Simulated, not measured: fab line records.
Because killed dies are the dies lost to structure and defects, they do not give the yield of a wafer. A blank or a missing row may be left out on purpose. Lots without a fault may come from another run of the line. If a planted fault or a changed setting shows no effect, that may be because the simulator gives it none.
2 desks, one fault	flow rit_cmos	numbers are kept per desk, each desk with only its own; the story behind them comes last

## FROM THE METROLOGY DESK
Lot by lot, what the gauges showed, no matter which tool ran the lot: averages of those sampled wafers that carry a number. A lot is out of limits, marked OUT, if its mean lies more than 4 standard deviations from the usual mean; the brackets give that distance.
Columns: A = CONTACT_TEOS_THK at RIT_CONTACT_THK_MEAS_01, usual 400 nm
lot	first seen here	A
L863	day 4 16:26	395
L867	day 5 11:59	399
L870	day 6 01:33	399
L880	day 8 07:20	401
Finding of this desk: none of the 4 lots has anything out of limits.

## DESK OF THE TOOL OWNER: pecvd-04
The tool's own readings at RIT_CONTACT_CVD_00 (deposits SiO2 from TEOS, target thk 400 nm, time 61 s): means of the sampled wafers that have a number, for each lot that ran on this tool. A lot is out of limits, marked OUT, if its mean lies more than 4 standard deviations from the usual mean; the brackets give that distance.
Columns: A = heater_power_w at RIT_CONTACT_CVD_00, usual 323 W; B = rf_fwd_power_W at RIT_CONTACT_CVD_00, usual 397.2 W
lot	first seen here	A	B
L863	day 4 16:23	351	381.5 (-11) OUT
L867	day 5 11:56	337	379.5 (-13) OUT
L880	day 8 07:16	355	396.8
Finding of this desk: L863, L867 out of limits; the first was L863 at day 4 16:23, on rf_fwd_power_W at RIT_CONTACT_CVD_00. L880: within limits.

## TAKEN TOGETHER
On L863, L867, at day 4 16:23, an alarm was possible from the tool owner's desk.
Nothing out of limits was seen by the metrology desk.
The metrology desk has L863, L867 on record, within its limits.
The lots listed all ran RIT_CONTACT_CVD_00 on pecvd-04.

## WHAT THE SIMULATOR PUT IN
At RIT_CONTACT_CVD_00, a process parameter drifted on pecvd-04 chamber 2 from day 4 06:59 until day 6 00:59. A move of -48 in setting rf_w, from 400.
Lots struck among those shown: L863, L867.
Each desk's first reading out of limits, in hours after the fault started: the tool owner's desk, 9.
